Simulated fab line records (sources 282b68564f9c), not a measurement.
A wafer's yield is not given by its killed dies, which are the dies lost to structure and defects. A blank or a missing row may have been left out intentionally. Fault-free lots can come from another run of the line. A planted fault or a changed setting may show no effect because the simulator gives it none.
fab line records + flow rit_cmos
[record]
- lots = 6
- wafers = 18
- last_day = 7
route steps=202 shown ACTIVE@8 FOX1@20 M1@202
lots that met no fault: from a run of the same line without faults
start_h: hours from the record's opening day to when the first of the lot's shown wafers began + wait_h: how many hours have passed since the lot's step before this one + " unchanged from the row above + L1.1+2: a single row standing in for several wafers + - value missing, or start not given + * or withheld: withheld + < > ~ a bound
route shown NAME@n: NAME is a module with steps in the file, n the number in the route of the first one + usual: mean and standard deviation over wafers with no fault + same: alike in all rows + chamber/n: place in a boat + sites: per-site readings + _std_site: standard deviation of those values + _edge_site: the outer-site mean with the inner-site mean subtracted + radius_mm: how far each site lies from the wafer's centre + mask NAME#n: copy n + behind: the last tool/chamber to shape the wafer + hold: cause of the lot's hold/its duration in hours/its outcome + device: which transistor (n, p or np) failed to switch + end of line: the same wafers' tests at the end of the route + for a step that has no rows: nothing shown but its recipe + killed: count of dies lost to structure and defects at first sort (not the wafer's yield) + map: a wafer's dies, x killed, . not, _ none there
set.NAME: the run value of the setting; set.NAME@STEP: its run value at that earlier step + model.NAME: the simulator's own value behind a step, which no gauge read
a table for each step, a row for each wafer; lots at some steps of the route
services: a tool's chamber out of use, with start hour (start_h, from the record's first day; less than 0 if before it), hours out, and reason
[[steps]]
[step RIT_ACTIVE_SOFTBAKE_07]
[recipe]
- resist = NOVOLAK
- temp_c = 90
- time_s = 60
[step RIT_ACTIVE_EXPOSE_08]
[recipe]
- mask_id = M1
- na = 0.6
- source_shape = conventional
- sigma_outer = 0.6
- target_cd_nm = 1400
- dose_mj = 225
[step RIT_ACTIVE_PEB_09]
[recipe]
- resist = NOVOLAK
- temp_c = withheld
- time_s = withheld
[step RIT_ACTIVE_DEVELOP_10]
[recipe]
- resist = NOVOLAK
- develop_time_s = 50
- dev_temp_c = 23
[step RIT_ACTIVE_CD_MEAS_11]
[recipe]
- target_cd_nm = 1400
[usual]
- cd_nm = 1400.3/2
| lot.wafer | tool      | chamber | start_h | wait_h | cd_nm  |
|-----------|-----------|---------|---------|--------|--------|
| L236.3    | cd_sem-01 | -       | 34.48   | -      | 1401.8 |
| L236.4    | "         | -       | "       | "      | 1403.2 |
| L236.6    | "         | -       | "       | "      | 1400.5 |
| L242.2    | cd_sem-02 | -       | 64.46   | -      | 1401.2 |
| L242.3    | "         | -       | "       | "      | 1400.3 |
| L242.5    | "         | -       | "       | "      | 1400.4 |
| L244.3    | cd_sem-01 | -       | 74.51   | -      | 1401.2 |
| L244.4    | "         | -       | "       | "      | 1397.2 |
| L244.6    | "         | -       | "       | "      | 1398.0 |
| L248.1    | cd_sem-01 | -       | 94.44   | -      | 1396.4 |
| L248.3    | "         | -       | "       | "      | 1396.5 |
| L248.6    | "         | -       | "       | "      | 1395.8 |
| L249.1    | cd_sem-02 | -       | 99.44   | -      | 1399.5 |
| L249.2    | "         | -       | "       | "      | 1403.7 |
| L249.4    | "         | -       | "       | "      | 1400.9 |
| L252.3    | cd_sem-02 | -       | 114.60  | -      | 1401.9 |
| L252.4    | "         | -       | "       | "      | 1404.8 |
| L252.5    | "         | -       | "       | "      | 1403.0 |
[step RIT_ACTIVE_HARDBAKE_12]
[recipe]
- resist = NOVOLAK
- temp_c = 140
- time_s = 60
[step RIT_ACTIVE_ETCH_13]
[recipe]
- stop_on = SiO2
- chemistry = SF6
- target = Si3N4
- time_s = 210
- over_etch_frac = 0.4
- SF6_flow_sccm = 200
- pressure_mtorr = 271.8
- rf_w = 125
- target_depth_a = 2100
[usual]
- SF6_flow_sccm = 199.9/0.64
- drypump_motor_current_A = 5.8/0.41
- oes_product_au = 0.817/0.013
- throttle_valve_pct = 7.36/0.12
[same]
- over_etch_frac = 0.4
| lot.wafer | tool        | chamber | start_h | wait_h | SF6_flow_sccm | drypump_motor_current_A | oes_product_au | rf_hours_counter_h | throttle_valve_pct |
|-----------|-------------|---------|---------|--------|---------------|-------------------------|----------------|--------------------|--------------------|
| L236.3    | rie_diel-04 | 1       | 34.71   | 0.1    | 199.6         | 6.2                     | 0.848          | 2                  | 7.39               |
| L236.4    | "           | 3       | "       | "      | 200.3         | 5.0                     | 0.816          | 89                 | 7.22               |
| L236.6    | "           | 2       | "       | "      | 198.8         | 5.3                     | 0.838          | -                  | 7.44               |
| L242.2    | rie_diel-04 | 0       | 64.71   | 0.1    | 199.9         | 6.0                     | 0.807          | 105                | 7.28               |
| L242.3    | "           | 3       | "       | "      | 199.2         | 5.0                     | 0.818          | 89                 | 7.21               |
| L242.5    | "           | 3       | "       | "      | 199.4         | 5.0                     | 0.812          | -                  | 7.20               |
| L244.3    | rie_diel-01 | 0       | 74.74   | 0.1    | 199.5         | 6.0                     | 0.814          | 5                  | 7.43               |
| L244.4    | "           | 3       | "       | "      | 199.7         | 5.7                     | 0.813          | 160                | 7.21               |
| L244.6    | "           | 1       | "       | "      | 198.7         | 6.4                     | 0.835          | -                  | 7.46               |
| L248.1    | rie_diel-01 | 3       | 94.71   | 0.1    | 199.2         | 5.6                     | 0.816          | 160                | 7.18               |
| L248.3    | "           | 2       | "       | "      | 200.3         | 5.4                     | 0.801          | 63                 | 7.56               |
| L248.6    | "           | 0       | "       | "      | 200.2         | 5.9                     | 0.812          | -                  | 7.42               |
| L249.1    | rie_diel-04 | 0       | 99.71   | 0.1    | 201.1         | 6.0                     | 0.813          | 106                | 7.29               |
| L249.2    | "           | 1       | "       | "      | 199.9         | 6.2                     | 0.833          | 3                  | 7.39               |
| L249.4    | "           | 2       | "       | "      | 199.3         | 5.3                     | 0.833          | 103                | 7.44               |
| L252.3    | rie_diel-02 | 3       | 114.83  | 0.1    | 200.8         | 6.3                     | 0.805          | 3                  | 7.28               |
| L252.4    | "           | 1       | "       | "      | 199.9         | 5.7                     | 0.816          | 142                | 7.39               |
| L252.5    | "           | 2       | "       | "      | 199.6         | 5.4                     | 0.823          | -                  | 7.38               |
[step RIT_ACTIVE_STRIP_14]
[recipe]
- chemistry = O2
- time_s = 180
- resist = NOVOLAK
- platen_temp_c = withheld
- power_w = 500
- pressure_mtorr = 4000
- o2_flow_sccm = 4000
[usual]
- drypump_motor_current_A = 5.6/0.56
| lot.wafer | tool            | chamber | start_h | wait_h | drypump_motor_current_A | rf_hours_counter_h |
|-----------|-----------------|---------|---------|--------|-------------------------|--------------------|
| L236.3    | plasma_asher-03 | 1       | 34.90   | 0.1    | 6.1                     | -                  |
| L236.4    | "               | 0       | "       | "      | 4.8                     | -                  |
| L236.6    | "               | 0       | "       | "      | 4.7                     | -                  |
| L242.2    | plasma_asher-03 | 1       | 64.84   | 0.1    | 6.1                     | 43                 |
| L242.3    | "               | 0       | "       | "      | 4.8                     | -                  |
| L242.5    | "               | 1       | "       | "      | 6.1                     | -                  |
| L244.3    | plasma_asher-04 | 1       | 74.94   | 0.1    | 6.1                     | -                  |
| L244.4    | "               | 0       | "       | "      | 5.5                     | -                  |
| L244.6    | "               | 1       | "       | "      | 6.2                     | -                  |
| L248.1    | plasma_asher-04 | 1       | 94.84   | 0.1    | 6.2                     | 27                 |
| L248.3    | "               | 1       | "       | "      | 6.2                     | -                  |
| L248.6    | "               | 1       | "       | "      | 6.2                     | -                  |
| L249.1    | plasma_asher-04 | 1       | 99.84   | 0.1    | 6.2                     | 28                 |
| L249.2    | "               | 0       | "       | "      | 5.5                     | 28                 |
| L249.4    | "               | 1       | "       | "      | 6.2                     | -                  |
| L252.3    | plasma_asher-04 | 0       | 115.03  | 0.1    | 5.5                     | -                  |
| L252.4    | "               | 1       | "       | "      | 6.2                     | -                  |
| L252.5    | "               | 1       | "       | "      | 6.2                     | -                  |
[step RIT_ACTIVE_CD_MEAS_90]
[recipe]
- target_cd_nm = 1400
[usual]
- cd_nm = 1400.2/2.1
| lot.wafer | tool      | chamber | start_h | wait_h | cd_nm  |
|-----------|-----------|---------|---------|--------|--------|
| L236.3    | cd_sem-01 | -       | 35.06   | 0.1    | 1402.2 |
| L236.4    | "         | -       | "       | "      | 1403.1 |
| L236.6    | "         | -       | "       | "      | 1400.9 |
| L242.2    | cd_sem-01 | -       | 65.04   | 0.1    | 1401.2 |
| L242.3    | "         | -       | "       | "      | 1400.1 |
| L242.5    | "         | -       | "       | "      | 1400.2 |
| L244.3    | cd_sem-02 | -       | 75.09   | 0.1    | 1401.0 |
| L244.4    | "         | -       | "       | "      | 1397.5 |
| L244.6    | "         | -       | "       | "      | 1397.3 |
| L248.1    | cd_sem-02 | -       | 95.02   | 0.1    | 1396.2 |
| L248.3    | "         | -       | "       | "      | 1396.2 |
| L248.6    | "         | -       | "       | "      | 1395.9 |
| L249.1    | cd_sem-01 | -       | 100.02  | 0.1    | 1399.5 |
| L249.2    | "         | -       | "       | "      | 1403.3 |
| L249.4    | "         | -       | "       | "      | 1401.1 |
| L252.3    | cd_sem-01 | -       | 115.18  | 0.1    | 1401.3 |
| L252.4    | "         | -       | "       | "      | 1405.0 |
| L252.5    | "         | -       | "       | "      | 1402.8 |
[step RIT_ACTIVE_CLEAN_15]
[recipe]
- chemistry = SC1
- mix = 3:3:50
- time_s = 600
- temp_c = 75
[step RIT_ACTIVE_CLEAN_16]
[recipe]
- chemistry = dHF
- dilution = 50:1
- time_s = 30
[step RIT_ACTIVE_CLEAN_17]
[recipe]
- chemistry = SC2
- mix = 3:3:50
- time_s = 600
- temp_c = 75
- dry = n2_spin
[step RIT_FOX1_OXIDATION_00]
[recipe]
- temp_c = 1100
- ambient = H2O
- target_thk_a = 3507
- p_h2o_torr = 720
- ox_time_s = 1130
[usual]
- spike_tc_centre_C = 1102.4/1.8
- spike_tc_load_C = 1127/4
- spike_tc_source_C = 1124.3/1.2
- tube_center_temp_C = 1100/0.1
- tube_center_temp_C_max = 1102.8/0.43
| lot.wafer | tool       | chamber | start_h | wait_h | spike_tc_centre_C | spike_tc_load_C | spike_tc_source_C | tube_center_temp_C | tube_center_temp_C_max | model.SiO2_of_FOX1_OXIDATION_00.thk_nm |
|-----------|------------|---------|---------|--------|-------------------|-----------------|-------------------|--------------------|------------------------|----------------------------------------|
| L236.3    | furnace-03 | 0       | 37.61   | 2.1    | 1100.5            | 1132            | 1122.5            | 1099.8             | 1102.4                 | 347.6                                  |
| L236.4    | "          | 0       | "       | "      | 1100.0            | 1134            | 1124.7            | 1099.9             | 1102.6                 | 352                                    |
| L236.6    | "          | 0       | "       | "      | 1101.4            | 1130            | 1125.0            | 1100.2             | 1103.0                 | 341.1                                  |
| L242.2    | furnace-01 | 0       | 65.50   | 0.0    | 1103.8            | 1122            | 1124.1            | 1099.9             | 1101.9                 | 338                                    |
| L242.3    | "          | 0       | "       | "      | 1103.7            | 1122            | 1125.4            | 1100.1             | 1103.0                 | 340.6                                  |
| L242.5    | "          | 0       | "       | "      | 1104.0            | 1123            | 1124.0            | 1100.1             | 1104.2                 | 334.7                                  |
| L244.3    | furnace-02 | 0       | 75.54   | 0.0    | 1101.8            | 1127            | 1123.2            | 1100               | 1102.7                 | 354.7                                  |
| L244.4    | "          | 0       | "       | "      | 1103.2            | 1125            | 1125.7            | 1099.9             | 1102.5                 | 349.7                                  |
| L244.6    | "          | 0       | "       | "      | 1100.2            | 1129            | 1124.5            | 1099.9             | 1102.8                 | 354.8                                  |
| L248.1    | furnace-02 | 0       | 95.54   | 0.0    | 1078.0            | 1100            | 1097.3            | 1075               | 1077.5                 | 309.4                                  |
| L248.3    | "          | 0       | "       | "      | 1075.0            | 1102            | 1098.7            | 1075               | 1077.9                 | 307.8                                  |
| L248.6    | "          | 0       | "       | "      | 1075.1            | 1101            | 1099.6            | 1075               | 1077.5                 | 314                                    |
| L249.1    | furnace-02 | 0       | 100.73  | 0.0    | 1077.8            | 1102            | 1097.3            | 1074.9             | 1077.7                 | 310.7                                  |
| L249.2    | "          | 0       | "       | "      | 1077.8            | 1101            | 1096.9            | 1074.9             | 1078.0                 | 304.5                                  |
| L249.4    | "          | 0       | "       | "      | 1078.1            | 1101            | 1098.5            | 1075.1             | 1077.5                 | 309.6                                  |
| L252.3    | furnace-01 | 0       | 115.63  | 0.0    | 1103.9            | 1123            | 1123.9            | 1100.1             | 1103.5                 | 344.4                                  |
| L252.4    | "          | 0       | "       | "      | 1102.9            | 1122            | 1126.5            | 1100               | 1102.3                 | 342.5                                  |
| L252.5    | "          | 0       | "       | "      | 1104.9            | 1122            | 1123.4            | 1100.1             | 1103.1                 | 344.4                                  |
[step RIT_FOX1_THK_MEAS_01]
[recipe]
- reads = SiO2_of_FOX1_OXIDATION_00
[usual]
- FOX1_OXIDE_THK = 348/6.9
| lot.wafer | tool          | chamber | start_h | wait_h | FOX1_OXIDE_THK[nm] |
|-----------|---------------|---------|---------|--------|--------------------|
| L236.3    | film_metro-01 | -       | 38.95   | 0.0    | 347                |
| L236.4    | "             | -       | "       | "      | 352                |
| L236.6    | "             | -       | "       | "      | 341                |
| L242.2    | film_metro-04 | -       | 66.83   | 0.0    | 338                |
| L242.3    | "             | -       | "       | "      | 341                |
| L242.5    | "             | -       | "       | "      | 335                |
| L244.3    | film_metro-04 | -       | 76.87   | 0.0    | 355                |
| L244.4    | "             | -       | "       | "      | 350                |
| L244.6    | "             | -       | "       | "      | 355                |
| L248.1    | film_metro-01 | -       | 96.85   | 0.0    | 309                |
| L248.3    | "             | -       | "       | "      | 308                |
| L248.6    | "             | -       | "       | "      | 314                |
| L249.1    | film_metro-04 | -       | 102.04  | 0.0    | 311                |
| L249.2    | "             | -       | "       | "      | 305                |
| L249.4    | "             | -       | "       | "      | 310                |
| L252.3    | film_metro-01 | -       | 116.96  | 0.0    | 345                |
| L252.4    | "             | -       | "       | "      | 343                |
| L252.5    | "             | -       | "       | "      | 345                |
[step RIT_FOX1_WET_ETCH_02]
[recipe]
- chemistry = BOE
- target_depth_nm = 350
- time_s = 390
- temp_c = 21.5
- dry = n2_spin
- dilution = 10:1
- target = SiO2
[step RIT_M1_PROBE_99]
[usual]
- killed_at_M0_to_M3 = 0.0/0.14
- killed_at_contacts = 0.0/0.22
- killed_at_front_end = 6.5/3
- killed_dies = 6.6/3
- killed_open = 3.4/2.2
- killed_short = 3.3/1.7
[same]
- gross_dies = 264
- killed_at_M4_up = 0
- killed_at_back_side = 0
- killed_at_other = 0
| lot.wafer | tool      | chamber | start_h | wait_h | killed_at_M0_to_M3 | killed_at_contacts | killed_at_front_end | killed_dies | killed_open | killed_short | model.etest.pplus_sal.width_nm | model.etest.nplus_sal.width_nm | model.etest.nldd.width_nm | model.etest.pldd.width_nm |
|-----------|-----------|---------|---------|--------|--------------------|--------------------|---------------------|-------------|-------------|--------------|--------------------------------|--------------------------------|---------------------------|---------------------------|
| L236.3    | prober-01 | -       | 79.05   | 0.2    | 0                  | 0                  | 8                   | 8           | 4           | 4            | 3456                           | 3453                           | 3221                      | 3214                      |
| L236.4    | prober-01 | -       | 79.10   | 0.2    | 1                  | 0                  | 8                   | 9           | 5           | 4            | 3470                           | 3480                           | 3206                      | 3234                      |
| L236.6    | prober-01 | -       | 79.20   | 0.2    | 0                  | 0                  | 8                   | 8           | 2           | 6            | 3461                           | 3483                           | 3234                      | 3209                      |
| L242.2    | prober-01 | -       | 107.42  | 0.1    | 0                  | 0                  | 4                   | 4           | 2           | 2            | 3476                           | 3470                           | 3199                      | 3208                      |
| L242.3    | prober-01 | -       | 107.47  | 0.2    | 0                  | 0                  | 4                   | 4           | 3           | 1            | 3474                           | 3482                           | 3215                      | 3212                      |
| L242.5    | prober-01 | -       | 107.57  | 0.2    | 0                  | 0                  | 7                   | 7           | 3           | 4            | 3483                           | 3483                           | 3212                      | 3218                      |
| L244.3    | prober-01 | -       | 116.40  | 0.2    | 0                  | 1                  | 11                  | 12          | 10          | 2            | 3458                           | 3445                           | 3237                      | 3210                      |
| L244.4    | prober-01 | -       | 116.45  | 0.2    | 0                  | 0                  | 7                   | 7           | 3           | 4            | 3462                           | 3444                           | 3213                      | 3234                      |
| L244.6    | prober-01 | -       | 116.55  | 0.2    | 0                  | 0                  | 8                   | 8           | 3           | 5            | 3456                           | 3470                           | 3210                      | 3203                      |
| L248.1    | prober-01 | -       | 138.36  | 0.1    | 0                  | 0                  | 9                   | 9           | 7           | 2            | 3515                           | 3518                           | 3250                      | 3233                      |
| L248.3    | prober-01 | -       | 138.46  | 0.2    | 0                  | 0                  | 6                   | 6           | 2           | 4            | 3529                           | 3534                           | 3262                      | 3261                      |
| L248.6    | prober-01 | -       | 138.61  | 0.2    | 0                  | 0                  | 1                   | 1           | 0           | 1            | 3505                           | 3504                           | 3233                      | 3239                      |
| L249.1    | prober-02 | -       | 143.23  | 0.1    | 0                  | 0                  | 5                   | 5           | 2           | 3            | 3509                           | 3491                           | 3257                      | 3242                      |
| L249.2    | prober-02 | -       | 143.28  | 0.1    | 0                  | 0                  | 9                   | 9           | 5           | 4            | 3529                           | 3510                           | 3252                      | 3257                      |
| L249.4    | prober-02 | -       | 143.38  | 0.2    | 0                  | 0                  | 8                   | 8           | 5           | 3            | 3498                           | 3486                           | 3260                      | 3246                      |
| L252.3    | prober-01 | -       | 158.54  | 0.2    | 0                  | 1                  | 7                   | 8           | 3           | 5            | 3460                           | 3460                           | 3215                      | 3198                      |
| L252.4    | prober-01 | -       | 158.59  | 0.2    | 0                  | 0                  | 5                   | 5           | 5           | 0            | 3453                           | 3466                           | 3180                      | 3197                      |
| L252.5    | prober-01 | -       | 158.64  | 0.2    | 0                  | 0                  | 11                  | 11          | 7           | 4            | 3471                           | 3456                           | 3206                      | 3207                      |
// killed by level:class
L236.3 GATE:geometric_particle:short=2 GATE:geometric_particle:open=2 FOX2:geometric_particle:open=1 FOX2:geometric_particle:short=1 SPACER:geometric_particle:open=1 SILICIDE:geometric_particle:short=1
L236.4 GATE:geometric_particle:open=3 GATE:geometric_particle:short=2 SPACER:geometric_particle:short=1 SPACER:geometric_particle:open=1 SILICIDE:geometric_particle:open=1 M1:geometric_particle:short=1
L236.6 GATE:geometric_particle:short=2 FOX1:geometric_particle:short=1 FOX2:geometric_particle:short=1 FOX2:geometric_particle:open=1 GATE:geometric_particle:open=1 REOX:geometric_particle:short=1 SPACER:geometric_particle:short=1
L242.2 GATE:geometric_particle:open=1 GATE:geometric_particle:short=1 REOX:geometric_particle:short=1 SPACER:geometric_particle:open=1
L242.3 GATE:geometric_particle:open=1 REOX:geometric_particle:open=1 SPACER:geometric_particle:open=1 SILICIDE:geometric_particle:short=1
L242.5 FOX1:geometric_particle:open=2 GATE:geometric_particle:short=2 FOX1:geometric_particle:short=1 REOX:geometric_particle:short=1 SPACER:geometric_particle:open=1
L244.3 REOX:geometric_particle:open=5 GATE:geometric_particle:open=2 FOX1:geometric_particle:short=1 FOX1:geometric_particle:open=1 FOX2:geometric_particle:open=1 SPACER:geometric_particle:short=1 CONTACT:geometric_particle:open=1
L244.4 FOX1:geometric_particle:open=1 FOX1:geometric_particle:short=1 GATE:geometric_particle:open=1 REOX:geometric_particle:short=1 SPACER:geometric_particle:short=1 SILICIDE:geometric_particle:short=1 SILICIDE:geometric_particle:open=1
L244.6 SPACER:geometric_particle:short=2 FOX1:geometric_particle:short=1 FOX1:geometric_particle:open=1 GATE:geometric_particle:short=1 REOX:geometric_particle:open=1 REOX:geometric_particle:short=1 SPACER:geometric_particle:open=1
L248.1 GATE:geometric_particle:open=3 REOX:geometric_particle:short=2 SILICIDE:geometric_particle:open=2 FOX1:geometric_particle:open=1 REOX:geometric_particle:open=1
L248.3 GATE:geometric_particle:open=2 REOX:geometric_particle:short=2 FOX1:geometric_particle:short=1 SPACER:geometric_particle:short=1
L248.6 SILICIDE:geometric_particle:short=1
L249.1 GATE:geometric_particle:short=3 SPACER:geometric_particle:open=1 SILICIDE:geometric_particle:open=1
L249.2 GATE:geometric_particle:short=2 SPACER:geometric_particle:open=2 SILICIDE:geometric_particle:short=2 GATE:geometric_particle:open=1 REOX:geometric_particle:open=1 SILICIDE:geometric_particle:open=1
L249.4 REOX:geometric_particle:open=3 GATE:geometric_particle:open=2 REOX:geometric_particle:short=2 GATE:geometric_particle:short=1
L252.3 GATE:geometric_particle:short=3 FOX2:geometric_particle:open=1 GATE:geometric_particle:open=1 SPACER:geometric_particle:short=1 SILICIDE:geometric_particle:open=1 CONTACT:geometric_particle:short=1
L252.4 REOX:geometric_particle:open=3 SILICIDE:geometric_particle:open=2
L252.5 GATE:geometric_particle:open=2 REOX:geometric_particle:open=2 SILICIDE:geometric_particle:open=2 FOX2:geometric_particle:short=1 GATE:geometric_particle:short=1 SPACER:geometric_particle:open=1 SPACER:geometric_particle:short=1 SILICIDE:geometric_particle:short=1
[[services]]
| tool            | chamber | start_h | hours | kind           |
|-----------------|---------|---------|-------|----------------|
| rie_diel-04     | 3       | 16.98   | 12.8  | repair         |
| rie_diel-04     | 0       | 20.65   | 7.6   | repair         |
| furnace-01      | -       | 20.91   | 3.9   | pm             |
| rie_diel-01     | -       | 27.14   | 0.1   | repair         |
| furnace-02      | -       | 30.56   | 3.4   | pm             |
| plasma_asher-03 | -       | 36.07   | 1.1   | repair         |
| rie_diel-02     | 3       | 42.94   | 12.6  | repair         |
| rie_diel-01     | 0       | 59.10   | 5.6   | repair         |
| rie_diel-02     | 3       | 76.76   | 2.7   | repair         |
| rie_diel-01     | -       | 76.79   | 0.7   | repair         |
| furnace-02      | -       | 80.42   | 4.3   | repair         |
| rie_diel-01     | 1       | 80.48   | -     | clean          |
| rie_diel-01     | 1       | 80.48   | 23.1  | scheduled_down |
| rie_diel-01     | 1       | 80.48   | 23.1  | vent_cycle     |
| furnace-02      | -       | 84.71   | 2.9   | pm             |
| furnace-03      | -       | 98.52   | 3.2   | pm             |
| furnace-03      | -       | 101.69  | 3.0   | pm             |
| rie_diel-01     | 3       | 103.58  | -     | clean          |
| rie_diel-01     | 3       | 103.58  | 15.2  | scheduled_down |
| rie_diel-01     | 3       | 103.58  | 15.2  | vent_cycle     |
[[key]]
[first_sign]
- step = RIT_FOX1_OXIDATION_00
- reading = tube_center_temp_C
- direction = down
- sigmas = 99+
- usual = *
- struck = *
[effect]
- step = RIT_FOX1_OXIDATION_00
- reading = tube_center_temp_C_max
- direction = down
- sigmas = 59
- usual = *
- struck = *
[effect]
- step = RIT_FOX1_THK_MEAS_01
- reading = FOX1_OXIDE_THK
- direction = down
- sigmas = 5.6
- usual = 348
- struck = 309
[model_effect]
- step = RIT_FOX1_OXIDATION_00
- value = SiO2_of_FOX1_OXIDATION_00.thk_nm
- without = 352.2
- struck = 309.3
[model_effect]
- step = RIT_M1_PROBE_99
- value = etest.pplus_sal.width_nm
- without = 3468
- struck = 3514
met_at RIT_FOX1_OXIDATION_00
struck_wafers L248.1,L248.3,L248.6,L249.1,L249.2,L249.4
tester_left_out L248,L249
onset_between 75.54 95.54
[fault]
- kind = process_parameter_drift
- tool = furnace-02
- chamber = -
- onset_h = 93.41
- steps = RIT_FOX1_OXIDATION_00
- channel = temp_c
- offset = *
- shape = step
- end_h = 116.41
- acts_in = *
- stated = *
// tester_left_out: of these lots the tester's yield and bins aren't shown, on N5 and GAA mostly nor the transistor test; their killed dies are dies lost to structure and defects alone, not to doping, threshold or leakage, so they don't give the yield
